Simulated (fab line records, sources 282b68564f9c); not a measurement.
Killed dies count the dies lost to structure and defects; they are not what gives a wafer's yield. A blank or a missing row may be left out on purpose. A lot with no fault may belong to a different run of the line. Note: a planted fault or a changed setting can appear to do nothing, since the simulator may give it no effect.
Which of the tools did it? -- flow rit cmos -- 14 lots, 42 wafers sampled, at 2 steps of a route of 202

## WHAT EACH GAUGE READ, for each wafer
RIT_ACTIVE_THK_MEAS_04. Usual: for ACTIVE_NITRIDE_THK the level is 149.9 nm and the standard deviation is 1.5.
lot,measured,on,ACTIVE_NITRIDE_THK (nm),flag
L470,day 1 15:03,film metro-04,151.1 151.0 150.3,
L472,day 1 23:32,film metro-04,148.7 148.0 150.1,
L473,day 2 05:38,film metro-01,150.2 151.2 148.5,
L474,day 2 12:55,film metro-01,151.5 150.8 151.8,
L475,day 2 18:01,film metro-04,150.3 149.7 149.4,
L477,day 3 01:41,film metro-04,151.8 153.1 152.2,
L480,day 3 15:37,film metro-02,195.4 194.9 193.8,OFF
L481,day 3 21:19,film metro-01,149.7 148.8 150.2,
L482,day 4 01:32,film metro-02,192.8 193.6 192.6,OFF
L487,day 5 02:32,film metro-01,149.4 150.3 150.5,
L488,day 5 07:32,film metro-02,146.2 146.6 146.8,
L491,day 5 23:14,film metro-02,152.6 150.8 151.3,
L492,day 6 04:31,film metro-04,149.5 150.3 149.7,
L493,day 6 09:27,film metro-04,147.9 148.9 148.5,

## EACH LOT AND THE TOOL THAT RAN IT (in order: tool; ch and the chambers of the sampled wafers; start)
lot,RIT_ACTIVE_CVD_03
L470,"lpcvd-01 ch 0, day 1 13:36"
L472,"lpcvd-02 ch 1, day 1 22:07"
L473,"lpcvd-01 ch 0, day 2 04:12"
L474,"lpcvd-02 ch 1, day 2 11:29"
L475,"lpcvd-01 ch 0, day 2 16:35"
L477,"lpcvd-01 ch 0, day 3 00:15"
L480,"lpcvd-01 ch 1, day 3 14:11"
L481,"lpcvd-02 ch 1, day 3 19:11"
L482,"lpcvd-01 ch 1, day 4 00:07"
L487,"lpcvd-02 ch 0, day 5 01:07"
L488,"lpcvd-02 ch 1, day 5 06:07"
L491,"lpcvd-02 ch 0, day 5 21:48"
L492,"lpcvd-02 ch 1, day 6 03:05"
L493,"lpcvd-02 ch 0, day 6 08:02"
- RIT_ACTIVE_CVD_03: deposits Si3N4 from SiH2Cl2/NH3, target thk 150 nm, time 1500 s.

## WHAT THE TOOLS THEMSELVES READ (means of the sampled wafers that have a number; where no wafer has one, the mark that the record gives instead)
RIT_ACTIVE_CVD_03. Usual: spike tc centre C 812.0 C, standard deviation 1.7; spike tc load C 834 C, standard deviation 3.5; spike tc source C 832.2 C, standard deviation 2.4; susceptor temp C 810.0 C, standard deviation 0.38.
lot,tool,spike tc centre C (C),spike tc load C (C),spike tc source C (C),susceptor temp C (C),flag
L470,lpcvd-01,812.7,838,827.9,809.9,
L472,lpcvd-02,813.8,830,833.0,810.3,
L473,lpcvd-01,812.5,838,826.9,809.5,
L474,lpcvd-02,813.2,830,832.8,810.5,
L475,lpcvd-01,811.7,839,826.7,810.0,
L477,lpcvd-01,812.8,837,827.9,809.6,
L480,lpcvd-01,828.3,853,848.6,825.0,OFF
L481,lpcvd-02,813.5,830,833.5,810.1,
L482,lpcvd-01,827.3,852,848.4,824.6,OFF
L487,lpcvd-02,809.4,836,832.4,809.5,
L488,lpcvd-02,812.9,830,831.8,810.2,
L491,lpcvd-02,810.6,835,832.9,809.7,
L492,lpcvd-02,813.1,830,833.1,810.0,
L493,lpcvd-02,809.0,836,833.1,809.9,

## THE ANSWER, worked out from the rows above alone
Rule: lot off if the mean of its wafers having a number is beyond 3 standard deviations from the usual mean. Also off: a lot with no number at a reading for which 4 or more lots have one. Any other lot the step has rows for is counted as sound. The gauges are gone through in route order, then the tools' own readings, and for those a lot's mean is taken as printed above. The first step at which some lot is off is used, and at that step the reading that is off furthest; a lot without a number counts as furthest.
Off: at RIT_ACTIVE_THK_MEAS_04 (ACTIVE_NITRIDE_THK), L480, L482.
If a tool, at a process step before that reading, ran all the lots that are off and no sound lot after the first of them, it fits. The gauges at RIT_ACTIVE_THK_MEAS_04 aren't tried: what is off there is off at RIT_ACTIVE_CVD_03 too, on other tools, and a gauge's error can't cause that. One fits: lpcvd-01 at RIT_ACTIVE_CVD_03. Its last sound lot is L477 (day 3 00:15), its first lot that is off L480 (day 3 14:11): a fault that began between those two fits.
The tool's own readings at RIT_ACTIVE_CVD_03 bear it out: on the lots that are off they differ by more than 5 times the standard deviation of the sound lots' means. spike tc centre C reads 827.8 C there against 812.1 C on the sound lots; spike tc load C reads 852 C there against 834 C on the sound lots; spike tc source C reads 848.5 C there against 831.0 C on the sound lots; susceptor temp C reads 824.8 C there against 809.9 C on the sound lots.

## WHAT WAS PUT IN BY THE SIMULATOR
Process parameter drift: lpcvd-01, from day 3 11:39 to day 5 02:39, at RIT_ACTIVE_CVD_03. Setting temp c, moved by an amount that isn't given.
Shown lots that were struck: L480, L482. This agrees with what the rule above found.
